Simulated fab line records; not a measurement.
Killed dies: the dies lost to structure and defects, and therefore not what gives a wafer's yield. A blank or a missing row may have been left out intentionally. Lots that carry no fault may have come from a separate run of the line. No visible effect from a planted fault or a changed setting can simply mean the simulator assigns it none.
Comparing a struck lot with a sound one	flow berkeley-cmos170	17 steps out of a route of 331
Sound: wafers L976.2, L976.5, L976.6. Wafers struck: L984.1, L984.2, L984.4. The cause comes at the end.
At each step with rows: each side's tool, then ch and its chambers, then its first start. Under that, the readings that differ: sound wafers	struck wafers	difference of the means	sigmas: that difference in standard deviations of wafers without a fault.
alike: a reading whose means differ by less than 2 such deviations, as well as words and numbers matching on both sides. not compared: withheld readings; readings where some wafer has no value; bounds like >300 that might hide an equal value; numbers whose values overlap and for which the record gives no deviation.
A row with sigmas, a row that says differs or no value, or rows on one side alone: a step with any of these is where the two part. Numbers that have no deviation but don't overlap get no sigmas and don't part them. A reading missing from all wafers of one side parts the sides only when that side holds two or more wafers.

first, 2 steps without rows for these wafers: UCB170_GATE_ANNEAL_03 (time 1800 s); UCB170_GATE_CVD_04 (deposits poly-Si from SiH4, time 1440 s, target thk 214 nm).
UCB170_GATE_THK_MEAS_05:
  sound: film-metro-03 at day 7 22:42; struck: film-metro-03 at day 9 09:27
  alike: GATE_POLY_THK
then, 4 steps without rows for these wafers: UCB170_GATE_COAT_06; UCB170_GATE_COAT_07 (resist thk 900 nm); UCB170_GATE_SOFTBAKE_08 (time 60 s); UCB170_GATE_EXPOSE_09 (exposes mask POLY, target cd 350 nm).
UCB170_GATE_PEB_10:
  sound on litho-track-04 ch 0, day 7 23:41; struck on litho-track-04 ch 0, day 9 10:40
  alike: chill-plate-temp-C, plate-sensor-t-centre-C, plate-sensor-t-edge-C
then, 1 step without rows for these wafers: UCB170_GATE_DEVELOP_11 (develop time 45 s).
UCB170_GATE_CD_MEAS_12: the cd target is 350 nm.
  sound: cd-sem-02 at day 7 23:57; struck: cd-sem-02 at day 9 10:57
  alike: cd-nm
UCB170_GATE_OVL_MEAS_13:
  sound: overlay-01 at day 8 00:03; struck: overlay-01 at day 9 11:04
  alike: GATE_OVL
UCB170_GATE_ETCH_14: etches BARC in N2/H2.
  sound on rie-diel-04 ch 0,1, day 8 00:05; struck on rie-diel-04 ch 1,2,3, day 9 11:06
  alike: bias-w, chamber-pressure-mTorr, drypump-motor-current-A, n2-flow-sccm, oes-product-au, throttle-valve-pct
UCB170_GATE_ETCH_15: etches poly-Si in HBr/Cl2, stops on SiO2, time 56.3 s, target depth 278.2 nm.
  sound on rie-si-02 ch 0,2,3, day 8 00:08; struck on rie-si-01 ch 0,1,2, day 9 11:08
  no value came back on the struck wafers for any of 6 readings (HBr_flow_sccm (sccm), bias-w (W) and others); on the sound wafers HBr_flow_sccm (sccm) reads 149.9 149.8 150.3
reading	sound	struck	difference	sigmas
model.KrF_of_GATE_COAT_07.thk-nm (nm)	774.3 777.7 778.8	886.5 888.1 887.7	+110.5	
  not compared: rf-hours-counter-h
UCB170_GATE_STRIP_16: strips in O2.
  sound on plasma-asher-03 ch 0,1, day 8 00:10; struck on plasma-asher-03 ch 0,1, day 9 11:11
  alike: chamber-pressure-mTorr, drypump-motor-current-A, oes-product-au
  not compared: rf-hours-counter-h
UCB170_GATE_CD_MEAS_90: the cd target is 350 nm.
  sound: cd-sem-02 at day 8 00:17; struck: cd-sem-02 at day 9 11:18
reading	sound	struck	difference	sigmas
cd-nm (nm)	350.8 349.6 351.4	- - -	no value on the struck wafers	
then, 1 step without rows for these wafers: UCB170_GATE_CLEAN_17 (cleans in SPM, time 600 s).
UCB170_M3_PROBE_99:
  record: rows for the struck wafers here (prober-01, day 11 00:34), none for the sound ones

WHERE THEY PART
Last at UCB170_M3_PROBE_99 as far as this record goes, first at UCB170_GATE_ETCH_15.

WHY: what the simulator had put in
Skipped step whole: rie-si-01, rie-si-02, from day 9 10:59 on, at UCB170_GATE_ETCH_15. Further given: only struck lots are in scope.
